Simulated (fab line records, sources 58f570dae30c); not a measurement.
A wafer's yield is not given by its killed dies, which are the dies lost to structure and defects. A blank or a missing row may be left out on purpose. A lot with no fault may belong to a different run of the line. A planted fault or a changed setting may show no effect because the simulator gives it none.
One fault seen from 2 desks    flow berkeley_cmos170    what lay behind the numbers comes last; until then each desk has only its own

== METROLOGY DESK ==
What the gauges read for every lot (on any tool): the sampled wafers with a number, averaged. A lot is out of limits, marked OUT, if its mean lies more than 4 standard deviations from the usual mean; the brackets give that distance.
Columns: A = PWELL_NITRIDE_THK at UCB170_PWELL_THK_MEAS_06, usual 221.3 nm; B = FIELD_OXIDE_THK at UCB170_FIELD_THK_MEAS_02, usual 557 nm; C = FIELD_OXIDE_LEFT_1_THK at UCB170_FIELD_THK_MEAS_90, usual 441 nm; D = SACOX_OXIDE_THK at UCB170_SACOX_THK_MEAS_02, usual 14.38 nm; E = PVT_OVL at UCB170_PVT_OVL_MEAS_06, usual -1 nm; F = FIELD_OXIDE_LEFT_2_THK at UCB170_FIELD_THK_MEAS_91, usual 353 nm
lot   first seen here  A      B              C              D      E    F
L316  day 3 00:36      219.9  548            431            14.60  4    343
L317  day 3 02:31      221.1  562            445            14.12  5    356
L319  day 3 12:31      220.0  550            434            14.02  -5   345
L321  day 4 04:07      222.8  544            428            14.00  -2   340
L323  day 4 13:56      222.2  560            445            14.62  10   358
L325  day 5 00:44      222.0  558            440            14.25  5    352
L324  day 5 00:45      219.6  549            433            14.64  -1   344
L327  day 5 10:20      220.4  557            442            14.54  4    354
L328  day 5 19:59      222.9  557            442            14.79  -1   354
L335  day 7 03:52      219.5  430 (-15) OUT  313 (-16) OUT  14.31  0    225 (-16) OUT
L336  day 7 03:52      220.1  423 (-16) OUT  306 (-16) OUT  14.62  -3   217 (-17) OUT
L337  day 7 06:43      219.4  564            448            14.10  1    361
L338  day 7 15:56      221.7  558            440            14.43  -2   351
L339  day 7 15:56      220.5  546            428            14.49  -10  342
Per this desk, out of limits: L335, L336; the first was L335, day 8 18:26 (FIELD_OXIDE_THK at UCB170_FIELD_THK_MEAS_02). L316, L317, L319, L321, L323, L325, L324, L327, L328, L337, L338, L339 stayed within limits.

== AT THE TOOL OWNER'S DESK: furnace-03 ==
The tool's own readings at UCB170_FIELD_OXIDATION_01 (target thk 558.3 nm, ox time 7200 s): means of the sampled wafers that have a number, for each lot that ran on this tool. A lot is out of limits, marked OUT, if its mean lies more than 4 standard deviations from the usual mean; the brackets give that distance.
Columns: A = spike_tc_load_C at UCB170_FIELD_OXIDATION_01, usual 1023.0 C; B = tube_center_temp_C_max at UCB170_FIELD_OXIDATION_01, usual 1002.6
lot   first seen here  A       B
L319  day 5 12:10      1019.8  1002.8
L321  day 5 12:10      1020.3  1002.6
L324  day 6 12:28      1021.3  1002.8
L325  day 6 12:28      1020.9  1002.4
L335  day 8 15:25      1020.5  1002.7
L336  day 8 15:25      1020.1  1002.1
This desk found nothing out of limits on any of the 6 lots.

== PUT TOGETHER ==
L335, L336 would have let the metrology desk raise an alarm at day 8 18:26.
The tool owner's desk saw nothing out of limits.
The tool owner's desk has L335, L336 on record, within its limits.
Every lot named ran UCB170_FIELD_OXIDATION_01 on furnace-03.

== WHAT THE SIMULATOR HAD PUT IN ==
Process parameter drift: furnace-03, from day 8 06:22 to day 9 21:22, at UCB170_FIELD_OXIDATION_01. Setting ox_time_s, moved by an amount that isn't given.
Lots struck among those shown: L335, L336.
Per desk, hours elapsed from the start of the fault to the first reading out of limits: for the metrology desk, 12.
